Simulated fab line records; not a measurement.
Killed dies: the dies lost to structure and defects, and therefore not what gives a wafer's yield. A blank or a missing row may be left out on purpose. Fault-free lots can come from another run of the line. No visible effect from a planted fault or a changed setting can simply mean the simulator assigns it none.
Split-lot trial -- flow berkeley cmos170 -- 23 wafers read from 5 lots, route of 331 steps

ON THE SPLIT
At UCB170_ACTIVE_STRIP_16 (strips in O2), the setting power w was moved away from the recipe's 400 W on 5 of the 23 wafers read, by +6.5% to +8.7%. For the rest of the wafers, this setting stayed at what the recipe calls for.

The split's own step is where the reading is taken.

THE READING
oes product au, in a.u., at UCB170_ACTIVE_STRIP_16 (strips in O2). On this fab line, fault-free wafers typically give 0.720 a.u. with a standard deviation of 0.0039 a.u.

wafer,"tool, chamber at the split","power w as run, W",against the recipe,"oes product au, a.u.",against lot-mates on the recipe
L074.1,"plasma asher-03, 0",400,recipe,0.717,-
L074.2,"plasma asher-03, 1",400,recipe,0.717,-
L074.4,"plasma asher-03, 1",400,recipe,0.721,-
L074.5,"plasma asher-03, 0",400,recipe,0.721,-
L074.6,"plasma asher-03, 1",400,recipe,0.719,-
L075.1,"plasma asher-04, 0",400,recipe,0.723,-
L075.2,"plasma asher-04, 1",400,recipe,0.712,-
L075.4,"plasma asher-04, 0",400,recipe,0.717,-
L075.5,"plasma asher-04, 0",400,recipe,0.718,-
L075.6,"plasma asher-04, 1",400,recipe,0.724,-
L077.1,"plasma asher-02, 1",426.2,+6.5%,0.746,+0.031
L077.2,"plasma asher-02, 0",400,recipe,0.721,-
L077.3,"plasma asher-02, 1",426.2,+6.5%,0.752,+0.037
L077.4,"plasma asher-02, 0",426.2,+6.5%,0.747,+0.032
L077.5,"plasma asher-02, 0",400,recipe,0.709,-
L078.1,"plasma asher-03, 1",400,recipe,0.719,-
L078.3,"plasma asher-03, 0",400,recipe,0.723,-
L078.6,"plasma asher-03, 0",400,recipe,0.724,-
L079.2,"plasma asher-02, 0",434.8,+8.7%,0.743,+0.023
L079.3,"plasma asher-02, 1",400,recipe,0.715,-
L079.4,"plasma asher-02, 0",400,recipe,0.723,-
L079.5,"plasma asher-02, 1",434.8,+8.7%,0.753,+0.033
L079.6,"plasma asher-02, 0",400,recipe,0.721,-

THE FIT
A straight line over all 23 wafers: oes product au changes by +0.00382 a.u. for each +1% of power w; r = +0.94; the points scatter about the line by 0.0046 a.u.
The same after taking each lot's own level away (the mean of its wafers on the recipe; 23 wafers): +0.00406 a.u. for each +1%; r = +0.93; scatter 0.005 a.u.
The reading moves by 0.035 a.u. for the largest change in power w, on that fit.
Across the lots, their own levels run from 0.7150 to 0.7220 a.u., a range of 1.8 times the standard deviation given above.
The two slopes agree, so the slope changes little with the lot-to-lot level.
Check: for one of the wafers moved furthest among these (+8.7%), held out of the fit, the line's prediction against its lot-mates is +0.0402 a.u. It came out at +0.0233 a.u. against them.
Tool readings at the split's step, against how far the setting was moved: oes product au r = +0.94; strip time to endpoint s r = -0.98.

THESE WAFERS: OTHER SPLITS
These wafers also went through other splits before the reading. Each is held against what the fit with the lots' levels taken away leaves over:
other split on the same wafers,wafers away from the commonest value,r with oes product au (lot level and that fit taken away)
UCB170_NWELL_CVD_04 time s,15,-0.31
UCB170_NWELL_ETCH_13 over etch frac,8,+0.04
UCB170_PWELL_IMPLANT_15 energy kev,7,+0.22
UCB170_WELLDRIVE_OXIDATION_01 ox time s,10,-0.47

THE WHOLE CHAIN: every reading that the file lists as answering this split, in the file's order
step,what it does,reading,change (the file's fit),r (the file's)
UCB170_ACTIVE_STRIP_16,strips in O2,oes product au,+0.00394 a.u. for each +1% of the setting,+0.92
UCB170_ACTIVE_STRIP_16,strips in O2,strip time to endpoint s,withheld for each +1% of the setting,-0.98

FILE'S OWN FIT
oes product au changes by +0.00394 a.u. for each +1% of power w, r = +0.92.
